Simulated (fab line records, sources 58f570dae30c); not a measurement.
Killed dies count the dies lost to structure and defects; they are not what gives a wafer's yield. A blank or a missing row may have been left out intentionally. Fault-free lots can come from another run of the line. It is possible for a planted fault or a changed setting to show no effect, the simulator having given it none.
Code-filled problem report in 8D (eight disciplines) form ; flow berkeley_cmos170 ; the parts of the form that need people (team, actions taken, sign-off) are left out

1. THE ISSUE
Mean of spin_speed_rpm at UCB170_M3_COAT_10: 1384.1 rpm across 6 wafers in 2 lots; on wafers with no fault it is 1500.1 rpm (standard deviation 0.92). That is -99 or more standard deviations from the usual mean.
The step: resist thk 900 nm.
Seen first at day 9 01:00 on litho_track-04, wafer L563.1. The record has a number at this step for 42 wafers belonging to 14 lots. Rule for "out", or "out of limits": more than 4 standard deviations from the usual mean. All remaining wafers that have a number are taken as sound.

2. WHAT IT IS AND WHAT IT IS NOT
question;is;is not
which readings at this step;spin_speed_rpm;-
which lots;L560, L563;L556, L557, L558, L564, L565, L566, L567, L568, L570, L573, L578, L579
which wafers of those lots;all that have a number;-
read on which tools;litho_track-04;litho_track-02, litho_track-03
when;from day 9 01:00;"up to then (12 sound wafers); but 24 sound wafers of L565, L566, L567, L568, L570, L573, L578, L579 came after"

3. SUSPECTS, AND WHAT RULES EACH OUT
Counting: a tool at a process step up to the reading stays a suspect if it ran every lot that is out and no sound lot after the first of them.
- litho_track-04 at UCB170_M3_COAT_10 (resist thk 900 nm): kept. It ran every lot that is out, first L563 (day 9 01:00), and no sound lot after that; its last sound lot up to then is L558 (day 8 18:00). Its own spin_speed_rpm readings are out on those wafers.
After counting, what remains is litho_track-04 at UCB170_M3_COAT_10.

4. THE CAUSE (what the simulator had put in)
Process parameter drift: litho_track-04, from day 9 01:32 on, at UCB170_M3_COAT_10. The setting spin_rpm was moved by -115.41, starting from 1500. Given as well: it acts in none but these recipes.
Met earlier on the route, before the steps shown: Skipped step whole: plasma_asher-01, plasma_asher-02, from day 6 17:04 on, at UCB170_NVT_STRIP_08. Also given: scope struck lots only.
This tool alone remained once counting was done.

5. SEQUENCE OF EFFECTS, ordered by route
One row per reading whose mean, taken over the struck wafers that have a number, lies over 3 standard deviations from the usual. Only readings for which the record gives a usual standard deviation are gone through. hours: the time from each lot's start at the first step in this table that gives one to its start at this step, as a median over the lots. sigmas: the change in usual standard deviations.
hours;step;reading;usual;on struck wafers;change;sigmas
0;UCB170_M3_COAT_10;spin_speed_rpm;1500.1 rpm;1384.1;-116.0;-99 or more
Process steps it contains:
- UCB170_M3_COAT_10: resist thk 900 nm.

6. WHAT WOULD HAVE CAUGHT IT SOONER
In this record the first reading out of limits was taken at day 9 01:00.
